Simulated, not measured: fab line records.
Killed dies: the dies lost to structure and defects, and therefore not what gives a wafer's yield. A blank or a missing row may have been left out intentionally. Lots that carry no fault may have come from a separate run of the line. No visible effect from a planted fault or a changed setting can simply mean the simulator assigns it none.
The same fault as seen by 2 desks ; flow berkeley cmos170 ; numbers are kept per desk, each desk with only its own; the story behind them comes last

## METROLOGY DESK
Lot by lot, what the gauges showed, no matter which tool ran the lot: averages of those sampled wafers that carry a number. Any lot whose mean is over 4 standard deviations away from the usual mean is out of limits and marked OUT; that distance is given in the brackets. Only the readings that lie furthest out on some lot appear, 7 of the 11 it has.
Columns: A = PVT_TW at UCB170_PVT_TW_MEAS_09, usual 504.3; B = FIELD_OXIDE_LEFT_2_THK at UCB170_FIELD_THK_MEAS_91, usual 355 nm; C = GATE_POLY_THK at UCB170_GATE_THK_MEAS_05, usual 214.4 nm; D = cd nm at UCB170_GATE_CD_MEAS_12, usual 349.8 nm; E = cd nm at UCB170_GATE_CD_MEAS_90, usual 349.7 nm; F = cd nm at UCB170_PLDD_CD_MEAS_06, usual 1200.0 nm; G = cd nm at UCB170_NLDD_CD_MEAS_06, usual 1200.0 nm
lot;first seen here;A;B;C;D;E;F;G
L529;day 7 20:10;503.2;359;218.2;351.1;350.5;1199.7;1201.9
L532;day 8 17:55;502.8;340;213.7;352.1;352.4;1200.5;1201.2
L537;day 9 23:22;507.1;370;214.9;348.0;347.9;1200.7;1203.6
L538;day 9 23:29;503.4;349;214.1;350.3;350.1;1199.4;1197.6
L540;day 10 04:38;500.9;336;213.3;351.3;351.0;1202.9;1200.8
This desk found nothing out of limits on any of the 5 lots.

## TOOL OWNER'S DESK, krf scanner-02
The tool's own readings at UCB170_GATE_EXPOSE_09 (exposes mask POLY, target cd 350 nm): means of the sampled wafers that have a number, for each lot that ran on this tool. Any lot whose mean is over 4 standard deviations away from the usual mean is out of limits and marked OUT; that distance is given in the brackets.
Columns: A = exposure dose mJ cm2 at UCB170_GATE_EXPOSE_09, usual 20.989; B = reticle temp C at UCB170_GATE_EXPOSE_09, usual 22.98 C
lot;first seen here;A;B
L529;day 8 04:46;20.985;22.97
L532;day 9 06:23;20.990;22.97
L537;day 10 11:11;20.838 (-6.6) OUT;22.94
This desk's finding: out of limits on L537; first on L537, day 10 11:11 (exposure dose mJ cm2 at UCB170_GATE_EXPOSE_09). In limits: L529, L532.

## PUT TOGETHER
The tool owner's desk could have raised an alarm at day 10 11:11, on L537.
From the metrology desk's view, nothing was out of limits.
The metrology desk holds a record of L537, inside its limits.
The lots listed all ran UCB170_GATE_EXPOSE_09 on krf scanner-02.

## WHAT THE SIMULATOR HAD INSERTED
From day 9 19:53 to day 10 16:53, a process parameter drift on krf scanner-02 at UCB170_GATE_EXPOSE_09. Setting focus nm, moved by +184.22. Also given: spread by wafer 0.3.
Struck lots among those shown: L537.
How many hours passed from the start of the fault until each desk's first out-of-limits reading: the tool owner's desk, 15.
